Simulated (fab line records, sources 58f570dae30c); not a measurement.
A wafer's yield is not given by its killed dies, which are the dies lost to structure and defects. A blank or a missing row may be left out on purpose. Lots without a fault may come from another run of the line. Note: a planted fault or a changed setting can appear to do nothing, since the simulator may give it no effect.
Check of tool commonality | flow berkeleyCmos170 | 42 wafers sampled across 14 lots

== REASON IT WAS OPENED ==
UCB170_NWELL_THK_MEAS_05, reading NWELL_NITRIDE_THK: flagged on 2 of 14 lots. Wafers without a fault read 224.4 nm, standard deviation 1.9.
Rule: flag the lot when none of its wafers has a number, or when each of its wafers that has one lies beyond 4 standard deviations from that mean. The rest of the lots are taken to be sound.

lot  | measured    | on           | NWELL_NITRIDE_THK (nm), wafer by wafer | flag
L500 | day 2 01:59 | filmMetro-02 | 223.8 223.2 225.2                      | 
L501 | day 2 10:39 | filmMetro-02 | 219.7 222.7 221.5                      | 
L502 | day 2 20:28 | filmMetro-03 | 225.2 223.5 225.1                      | 
L503 | day 2 23:51 | filmMetro-04 | 223.3 225.4 224.4                      | 
L504 | day 2 23:51 | filmMetro-02 | 222.3 220.4 222.1                      | 
L505 | day 3 10:29 | filmMetro-02 | 224.6 227.0 224.9                      | 
L506 | day 3 14:32 | filmMetro-02 | 223.2 224.4 221.0                      | 
L507 | day 3 14:32 | filmMetro-04 | 223.9 222.8 223.7                      | 
L508 | day 3 18:36 | filmMetro-03 | 222.2 222.0 224.5                      | 
L511 | day 4 12:03 | filmMetro-03 | 222.8 225.2 225.1                      | 
L516 | day 5 11:14 | filmMetro-02 | 225.9 225.6 225.4                      | 
L518 | day 5 22:35 | filmMetro-03 | 256.1 252.9 254.7                      | FLAGGED
L519 | day 6 02:25 | filmMetro-04 | 256.6 255.3 254.4                      | FLAGGED
L522 | day 6 19:41 | filmMetro-03 | 222.9 224.1 222.5                      | 
On average the flagged lots' numbers are 255.0 nm, which is +30.6 nm against the usual, or +16 standard deviations.

== WHICH TOOL RAN EACH LOT ==
The record keeps 1 process step preceding the reading, out of 331 steps on the route. Every cell lists first the tool, next ch and the chambers used by the sampled wafers, and last the start.
lot  | flag    | UCB170_NWELL_CVD_04
L500 |         | lpcvd-01 ch 1, day 2 00:04
L501 |         | lpcvd-02 ch 1, day 2 08:43
L502 |         | lpcvd-01 ch 1, day 2 18:32
L503 |         | lpcvd-02 ch 0, day 2 21:55
L504 |         | lpcvd-02 ch 0, day 2 21:55
L505 |         | lpcvd-01 ch 0, day 3 08:34
L506 |         | lpcvd-01 ch 1, day 3 12:37
L507 |         | lpcvd-01 ch 1, day 3 12:37
L508 |         | lpcvd-02 ch 0, day 3 16:38
L511 |         | lpcvd-01 ch 0, day 4 10:07
L516 |         | lpcvd-01 ch 1, day 5 09:17
L518 | FLAGGED | lpcvd-01 ch 0, day 5 20:38
L519 | FLAGGED | lpcvd-01 ch 1, day 6 00:28
L522 |         | lpcvd-02 ch 0, day 6 17:44
These steps, and what they do:
- UCB170_NWELL_CVD_04: deposits Si3N4 from SiH2Cl2/NH3, target thk 224 nm, time 3360 s.
- UCB170_NWELL_THK_MEAS_05

== FLAGGED OVER TOTAL, TOOL BY TOOL (the gauges that took the reading come last) ==
step                     | tool         | lots run | flagged | share of the flagged lots | sound lots run after its first flagged lot
UCB170_NWELL_CVD_04      | lpcvd-01     | 9        | 2       | all                       | 0
UCB170_NWELL_CVD_04      | lpcvd-02     | 5        | 0       | none                      | -
UCB170_NWELL_THK_MEAS_05 | filmMetro-02 | 6        | 0       | none                      | -
UCB170_NWELL_THK_MEAS_05 | filmMetro-03 | 5        | 1       | some                      | 1 (L522)
UCB170_NWELL_THK_MEAS_05 | filmMetro-04 | 3        | 1       | some                      | 0

== THE TABLE: WHAT IT ALLOWS ==
Rows of the table that ran each flagged lot: 1, that is lpcvd-01 at UCB170_NWELL_CVD_04.
- lpcvd-01 at UCB170_NWELL_CVD_04 ran 9 lots, 2 of them flagged. It ran its last sound lot, L516, at day 5 09:17 and its first flagged lot, L518, at day 5 20:38: a fault with its onset between the two fits. Its own readings (sih2cl2FlowSccm) fall more than 4 standard deviations out on all wafers of the flagged lots.
One tool is left: lpcvd-01 at UCB170_NWELL_CVD_04.

== WHAT THE SIMULATOR HAD PUT IN ==
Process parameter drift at UCB170_NWELL_CVD_04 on lpcvd-01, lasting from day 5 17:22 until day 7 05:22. The setting sih2cl2FlowSccm was moved by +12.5, starting from 25. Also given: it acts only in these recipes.
Shown lots that were struck: L518, L519. The rule above reached the same finding.
